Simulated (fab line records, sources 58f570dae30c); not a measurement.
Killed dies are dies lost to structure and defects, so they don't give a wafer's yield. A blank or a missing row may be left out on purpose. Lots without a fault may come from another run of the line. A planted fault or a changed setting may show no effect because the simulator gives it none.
fab line records | flow berkeley_cmos170
record lots=15 wafers=45 last_day=11
route steps=331 shown PWELL@50 ACTIVE@66 PFIELD@85 FIELD@92
lots that met no fault: from a run of the same line without faults
start_h: hours from the record's first day to the start of the lot's first wafer shown | wait_h: hours since the lot's step before | " the same as in the row above | L1.1+2: a row that stands for several wafers | - no value, or no start given | * or withheld: withheld | < > ~ a bound
route shown NAME@n: a module of which the file shows steps, and the number in the route of the first | usual: mean/standard deviation of fault-free wafers | same: alike in all rows | chamber/n: place in a boat | sites: the reading at each site | _std_site: their standard deviation | _edge_site: outer sites' mean less inner sites' | radius_mm: how far each site lies from the wafer's centre | mask NAME#n: copy n | behind: the tool/chamber that last shaped the wafer | hold: why the lot was held/for how many hours/how that ended | device: the transistor (n, p or np) that didn't switch | end of line: the same wafers' tests at the end of the route | a step without rows: its recipe alone | killed: dies lost to structure and defects at the first sort, not the wafer's yield | map: a wafer's dies, x killed, . not, _ none there
set.NAME: the setting as run; set.NAME@STEP: as run at that earlier step | model.NAME: the simulator's own value behind a step, which no gauge read
steps of the route over a sample of lots; a table a step, a row a wafer
services: from which hour (start_h, from the record's first day; less than 0 if before it) a tool's chamber was out of use, for how many hours, and why
## steps
# step UCB170_PWELL_STRIP_16
# recipe chemistry=O2 power_w=400 pressure_mtorr=3500 platen_temp_c=withheld o2_flow_sccm=400 overash_fraction=0.5
# usual drypump_motor_current_A=6.0/0.56 oes_product_au=0.721/0.0046 strip_time_to_endpoint_s=18.13/0.086
# columns lot.wafer tool chamber start_h wait_h drypump_motor_current_A oes_product_au rf_hours_counter_h strip_time_to_endpoint_s
L780.1 plasma_asher-04 1 50.88 0.1 6.5 0.725 34 18.12
L780.4 " 1 " " 6.5 0.717 - 18.08
L780.6 " 0 " " 5.4 0.720 - 18.01
L781.3 plasma_asher-02 0 56.85 0.1 6.2 0.717 - 18.12
L781.5 " 0 " " 6.3 0.718 - 18.16
L781.6 " 1 " " 5.9 0.719 - 18.08
L782.2 plasma_asher-01 1 57.25 0.1 6.8 0.719 34 18.17
L782.3 " 0 " " 5.4 0.721 - 18.16
L782.6 " 1 " " 6.8 0.723 - 18.14
L784.3 plasma_asher-01 1 70.16 0.1 6.8 0.727 - 18.25
L784.5 " 0 " " 5.4 0.715 - 18.32
L784.6 " 1 " " 6.8 0.724 - 18.12
L786.1 plasma_asher-04 1 86.69 0.1 6.5 0.712 37 18.05
L786.3 " 1 " " 6.5 0.724 - 18.08
L786.4 " 0 " " 5.4 0.720 - 18.08
L787.4 plasma_asher-01 1 90.48 0.1 6.8 0.722 - 18.16
L787.5 " 1 " " 6.8 0.724 - 18.07
L787.6 " 0 " " 5.4 0.717 - 17.99
L791.2 plasma_asher-04 1 107.00 0.1 6.5 0.717 39 18.02
L791.4 " 0 " " 5.4 0.720 - 18.14
L791.5 " 1 " " 6.5 0.717 - 18.13
L793.1 plasma_asher-04 0 117.83 0.1 5.4 0.718 0 18.29
L793.5 " 1 " " 6.5 0.718 - 18.32
L793.6 " 0 " " 5.4 0.721 - 18.24
L794.2 plasma_asher-01 1 118.04 0.1 6.8 0.718 42 18.20
L794.3 " 0 " " 5.4 0.718 - 18.11
L794.6 " 0 " " 5.4 0.715 - 18.14
L795.1 plasma_asher-04 1 125.61 0.1 6.5 0.722 1 18.16
L795.3 " 0 " " 5.4 0.724 - 17.99
L795.4 " 1 " " 6.5 0.721 - 18.01
L797.2 plasma_asher-01 1 137.33 0.1 6.8 0.724 44 18.17
L797.3 " 0 " " 5.4 0.720 - 18.11
L797.6 " 0 " " 5.4 0.715 - 18.03
L800.2 plasma_asher-01 0 159.34 0.1 5.4 0.724 46 18.03
L800.4 " 1 " " 6.8 0.718 - 18.02
L800.5 " 0 " " 5.4 0.725 - 18.16
L802.1 plasma_asher-04 0 159.53 0.1 5.4 0.721 4 18.20
L802.3 " 0 " " 5.5 0.717 - 18.09
L802.5 " 0 " " 5.4 0.714 - 18.15
L801.2 plasma_asher-01 1 159.61 0.1 6.8 0.717 46 18.11
L801.3 " 1 " " 6.8 0.718 - 18.22
L801.6 " 1 " " 6.8 0.721 - 18.28
L803.1 plasma_asher-04 0 159.89 0.1 5.4 0.717 4 18.11
L803.4 " 0 " " 5.4 0.717 - 18.13
L803.5 " 1 " " 6.5 0.717 - 18.13
# step UCB170_ACTIVE_THK_MEAS_06
# recipe reads=Si3N4_of_ACTIVE_CVD_05
# usual ACTIVE_NITRIDE_THK=220.0/2.2
# columns lot.wafer tool chamber start_h wait_h ACTIVE_NITRIDE_THK[nm]
L780.1 film_metro-01 - 81.50 0.0 220.8
L780.4 " - " " 222.2
L780.6 " - " " 223.3
L782.2 film_metro-02 - 81.51 0.0 222.5
L782.3 " - " " 222.2
L782.6 " - " " 221.0
L781.3 film_metro-03 - 81.52 0.0 222.3
L781.5 " - " " 220.3
L781.6 " - " " 222.5
L784.3 film_metro-02 - 96.98 0.0 223.7
L784.5 " - " " 220.9
L784.6 " - " " 223.4
L786.1 film_metro-02 - 109.92 0.0 221.1
L786.3 " - " " 220.4
L786.4 " - " " 221.3
L787.4 film_metro-01 - 114.89 0.0 219.9
L787.5 " - " " 221.4
L787.6 " - " " 222.1
L791.2 film_metro-01 - 134.30 0.0 219.2
L791.4 " - " " 218.9
L791.5 " - " " 219.7
L793.1 film_metro-03 - 143.99 0.0 220.8
L793.5 " - " " 218.5
L793.6 " - " " 219.7
L794.2 film_metro-02 - 144.00 0.0 220.4
L794.3 " - " " 221.2
L794.6 " - " " 220.3
L795.1 film_metro-03 - 158.93 0.0 222.8
L795.3 " - " " 222.3
L795.4 " - " " 220.6
L797.2 film_metro-02 - 164.19 0.0 219.5
L797.3 " - " " 220.8
L797.6 " - " " 221.5
L802.1 film_metro-01 - 184.29 0.0 216.2
L802.3 " - " " 215.5
L802.5 " - " " 215.6
L803.1 film_metro-03 - 184.29 0.0 222.8
L803.4 " - " " 221.4
L803.5 " - " " 219.9
L800.2 film_metro-02 - 184.30 0.0 220.8
L800.4 " - " " 218.8
L800.5 " - " " 219.4
L801.2 film_metro-02 - 184.36 0.1 216.9
L801.3 " - " " 214.9
L801.6 " - " " 215.9
# step UCB170_PFIELD_OVL_MEAS_06
# usual PFIELD_OVL=1/5.1
# columns lot.wafer tool chamber start_h wait_h PFIELD_OVL[nm]
L780.1 overlay-02 - 84.46 - -6
L780.4 " - " " -1
L780.6 " - " " -6
L782.2 overlay-02 - 85.13 - -1
L782.3 " - " " 8
L782.6 " - " " 8
L781.3 overlay-02 - 85.19 - -7
L781.5 " - " " -4
L781.6 " - " " 0
L784.3 overlay-01 - 101.51 - 2
L784.5 " - " " -1
L784.6 " - " " -5
L786.1 overlay-01 - 113.81 - -3
L786.3 " - " " -1
L786.4 " - " " 1
L787.4 overlay-01 - 117.98 - 0
L787.5 " - " " 0
L787.6 " - " " 1
L791.2 overlay-01 - 138.36 - 3
L791.4 " - " " 8
L791.5 " - " " -5
L793.1 overlay-02 - 146.59 - 6
L793.5 " - " " 6
L793.6 " - " " 3
L794.2 overlay-01 - 146.87 - 3
L794.3 " - " " 7
L794.6 " - " " 4
L795.1 overlay-01 - 164.28 - -1
L795.3 " - " " 2
L795.4 " - " " -1
L797.2 overlay-02 - 166.71 - 0
L797.3 " - " " 0
L797.6 " - " " 5
L800.2 overlay-01 - 187.52 - -4
L800.4 " - " " -1
L800.5 " - " " 2
L802.1 overlay-02 - 187.79 - 5
L802.3 " - " " 11
L802.5 " - " " 7
L803.1 overlay-02 - 188.42 - -3
L803.4 " - " " -1
L803.5 " - " " 0
L801.2 overlay-01 - 189.15 - 7
L801.3 " - " " 7
L801.6 " - " " 6
# step UCB170_FIELD_ANNEAL_03
# recipe temp_c=1000 time_s=1200 ambient=N2
# usual spike_tc_centre_C=1002.2/1 spike_tc_load_C=1025.5/1.6 zone_power_centre_pct=49/6.6
# columns lot.wafer tool chamber start_h wait_h spike_tc_centre_C spike_tc_load_C zone_power_centre_pct
L780.1 furnace-01 0 92.22 2.1 1003.2 1024.3 54
L780.4 " 0 " " 1002.4 1026.4 53
L780.6 " 0 " " 1003.5 1025.2 54
L781.3 furnace-01 0 92.22 2.1 1003.4 1025.3 54
L781.5 " 0 " " 1000.6 1024.3 54
L781.6 " 0 " " 1002.9 1023.8 53
L782.2 furnace-01 0 92.22 2.1 1002.1 1025.9 54
L782.3 " 0 " " 1001.0 1026.0 55
L782.6 " 0 " " 1002.8 1024.0 55
L784.3 furnace-01 0 109.27 1.6 1002.1 1022.9 55
L784.5 " 0 " " 1002.8 1024.2 53
L784.6 " 0 " " 1003.4 1024.9 55
L786.1 furnace-01 0 123.04 2.7 1004.4 1025.8 54
L786.3 " 0 " " 1002.9 1027.5 55
L786.4 " 0 " " 1001.4 1024.3 54
L787.4 furnace-04 0 129.87 4.4 1001.6 1025.0 57
L787.5 " 0 " " 1001.0 1024.7 57
L787.6 " 0 " " 1001.8 1025.4 56
L791.2 furnace-03 0 152.33 4.5 1001.2 1026.2 42
L791.4 " 0 " " 1001.3 1026.5 41
L791.5 " 0 " " 1002.0 1027.0 41
L793.1 furnace-01 - 157.37 3.8 - - -
L793.5 " - " " - - -
L793.6 " - " " - - -
L794.2 furnace-01 - 157.37 3.8 - - -
L794.3 " - " " - - -
L794.6 " - " " - - -
L795.1 furnace-03 - 175.11 3.3 - - -
L795.3 " - " " - - -
L795.4 " - " " - - -
L797.2 furnace-03 0 175.11 3.2 1000.7 1028.4 42
L797.3 " 0 " " 1003.3 1029.0 42
L797.6 " 0 " " 1001.5 1027.1 42
L800.2 furnace-01 0 193.66 1.6 1002.0 1024.1 55
L800.4 " 0 " " 1002.5 1025.5 55
L800.5 " 0 " " 1002.8 1023.8 54
L802.1 furnace-01 0 193.66 1.6 1003.1 1026.0 55
L802.3 " 0 " " 1002.4 1025.6 54
L802.5 " 0 " " 1003.2 1024.8 54
L803.1 furnace-01 0 193.66 1.6 1002.7 1025.4 54
L803.4 " 0 " " 1003.8 1022.0 55
L803.5 " 0 " " 1003.6 1024.2 55
L801.2 furnace-01 0 196.32 2.6 1002.3 1023.8 55
L801.3 " 0 " " 1001.9 1022.4 54
L801.6 " 0 " " 1002.0 1024.8 53
## services
# columns tool chamber start_h hours kind
plasma_asher-01 - 33.69 2.8 pm
plasma_asher-01 - 48.20 0.6 repair
plasma_asher-04 - 55.84 4.3 pm
plasma_asher-04 - 108.75 9.0 pm
plasma_asher-04 0 108.75 9.0 vent_cycle
plasma_asher-04 1 108.75 9.0 vent_cycle
plasma_asher-04 0 117.75 - clean
plasma_asher-04 1 117.75 - clean
furnace-01 - 124.37 4.8 pm
furnace-04 - 131.21 52.4 pm
furnace-01 - 161.55 5.9 pm
furnace-04 - 183.57 4.3 pm
## key
first_sign step=UCB170_FIELD_ANNEAL_03 reading=tool_record direction=missing
effect none on later readings
met_at UCB170_FIELD_ANNEAL_03
struck_lots L793,L794,L795
later_rows_left_out L793.1,L793.5,L793.6,L794.2,L794.3,L794.6,L795.1,L795.3,L795.4
sort_left_out L793.1,L793.5,L793.6,L794.2,L794.3,L794.6,L795.1,L795.3,L795.4
tester_left_out L793,L794,L795
not_acting_at UCB170_PWELL_STRIP_16,UCB170_ACTIVE_THK_MEAS_06,UCB170_PFIELD_OVL_MEAS_06
onset_between 152.33 157.37
fault kind=skipped_step_whole tool=furnace-01,furnace-03 chamber=- onset_h=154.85 steps=UCB170_FIELD_ANNEAL_03 scope=struck_lots_only
# tester_left_out: of these lots the tester's yield and bins aren't shown, on N5 and GAA mostly nor the transistor test; their killed dies are dies lost to structure and defects alone, not to doping, threshold or leakage, so they don't give the yield
# sort_left_out: the simulated sort isn't trusted on such a fault, so these wafers' sort isn't shown, and their yield isn't known
# later_rows_left_out: the simulator's readings of these wafers behind a module that went badly wrong aren't trusted and aren't shown, but for the sort
